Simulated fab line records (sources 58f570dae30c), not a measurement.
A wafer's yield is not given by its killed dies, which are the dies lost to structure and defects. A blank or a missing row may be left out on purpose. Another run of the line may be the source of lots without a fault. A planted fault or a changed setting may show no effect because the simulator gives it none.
What tool caused it? / flow berkeley-cmos170 / 14 lots with 42 wafers sampled at 2 steps, on a route of 331 steps

== WHAT THE GAUGES READ, wafer by wafer ==
UCB170_GATE_THK_MEAS_05. Usual: GATE_POLY_THK typically reads 212.9 nm, with standard deviation 2.1.
lot=L585; measured=day 7 09:12; on=film-metro-03; GATE_POLY_THK (nm)=210.0 208.2 209.1; flag=
lot=L586; measured=day 7 09:11; on=film-metro-02; GATE_POLY_THK (nm)=214.3 213.3 212.4; flag=
lot=L587; measured=day 7 09:12; on=film-metro-01; GATE_POLY_THK (nm)=214.0 213.3 213.4; flag=
lot=L588; measured=day 7 22:41; on=film-metro-03; GATE_POLY_THK (nm)=209.7 210.9 210.2; flag=
lot=L589; measured=day 7 22:43; on=film-metro-01; GATE_POLY_THK (nm)=212.8 213.8 212.9; flag=
lot=L590; measured=day 8 09:33; on=film-metro-02; GATE_POLY_THK (nm)=215.4 215.5 213.9; flag=
lot=L591; measured=day 8 09:34; on=film-metro-01; GATE_POLY_THK (nm)=216.4 216.0 217.8; flag=
lot=L592; measured=day 8 09:33; on=film-metro-03; GATE_POLY_THK (nm)=214.0 216.4 214.5; flag=
lot=L593; measured=day 8 19:05; on=film-metro-02; GATE_POLY_THK (nm)=211.9 213.4 211.3; flag=
lot=L594; measured=day 8 19:05; on=film-metro-01; GATE_POLY_THK (nm)=213.8 214.2 214.8; flag=
lot=L595; measured=day 9 09:27; on=film-metro-02; GATE_POLY_THK (nm)=194.1 193.2 193.0; flag=OFF
lot=L596; measured=day 9 09:28; on=film-metro-03; GATE_POLY_THK (nm)=195.9 196.3 196.2; flag=OFF
lot=L600; measured=day 10 08:14; on=film-metro-02; GATE_POLY_THK (nm)=214.9 211.2 211.4; flag=
lot=L602; measured=day 10 08:17; on=film-metro-01; GATE_POLY_THK (nm)=215.3 216.1 215.7; flag=

== WHICH TOOL RAN EACH LOT (tool, then ch and the chambers of the sampled wafers, then the start) ==
lot=L585; UCB170_GATE_CVD_04=lpcvd-02 ch 1, day 7 07:47
lot=L586; UCB170_GATE_CVD_04=lpcvd-02 ch 0, day 7 07:47
lot=L587; UCB170_GATE_CVD_04=lpcvd-02 ch 0, day 7 07:47
lot=L588; UCB170_GATE_CVD_04=lpcvd-02 ch 0, day 7 21:17
lot=L589; UCB170_GATE_CVD_04=lpcvd-02 ch 1, day 7 21:17
lot=L590; UCB170_GATE_CVD_04=lpcvd-01 ch 0, day 8 08:08
lot=L591; UCB170_GATE_CVD_04=lpcvd-01 ch 1, day 8 08:08
lot=L592; UCB170_GATE_CVD_04=lpcvd-01 ch 0, day 8 08:08
lot=L593; UCB170_GATE_CVD_04=lpcvd-02 ch 0, day 8 17:40
lot=L594; UCB170_GATE_CVD_04=lpcvd-02 ch 1, day 8 17:40
lot=L595; UCB170_GATE_CVD_04=lpcvd-02 ch 0, day 9 08:03
lot=L596; UCB170_GATE_CVD_04=lpcvd-02 ch 0, day 9 08:03
lot=L600; UCB170_GATE_CVD_04=lpcvd-01 ch 1, day 10 06:49
lot=L602; UCB170_GATE_CVD_04=lpcvd-01 ch 1, day 10 06:49
- UCB170_GATE_CVD_04: deposits poly-Si from SiH4, time 1440 s, target thk 214 nm.

== AS READ BY THE TOOLS THEMSELVES (means over the sampled wafers that have a number; for cases with no such wafer, the mark the record gives instead) ==
The record holds no such reading with a usual standard deviation.

== THE ANSWER, worked out from the rows above alone ==
Rule: take the mean of a lot's wafers that have a number; if it is more than 3 standard deviations from the usual mean, the lot is off. Also off: a lot with no number at a reading for which 4 or more lots have one. All remaining lots with rows at the step are treated as sound. The gauges are gone through in route order, then the tools' own readings, and for those a lot's mean is taken as printed above. At the first step where some lot is off, the reading lying furthest off is the one used; lots without a number count as furthest.
Off: L595, L596, at UCB170_GATE_THK_MEAS_05 (GATE_POLY_THK).
If a tool, at a process step before that reading, ran all the lots that are off and no sound lot after the first of them, it fits. Gauges at UCB170_GATE_THK_MEAS_05: tried the same way as those tools. One candidate fits, namely lpcvd-02 at UCB170_GATE_CVD_04. A fault onset in the window from L593 (day 8 17:40, its last sound lot) to L595 (day 9 08:03, its first lot off) fits.

== WHAT THE SIMULATOR HAD PUT IN ==
lpcvd-02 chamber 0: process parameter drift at UCB170_GATE_CVD_04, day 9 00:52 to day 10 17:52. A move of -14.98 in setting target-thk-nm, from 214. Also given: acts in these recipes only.
Lots struck among those shown: L595, L596. The rule above reached the same finding.
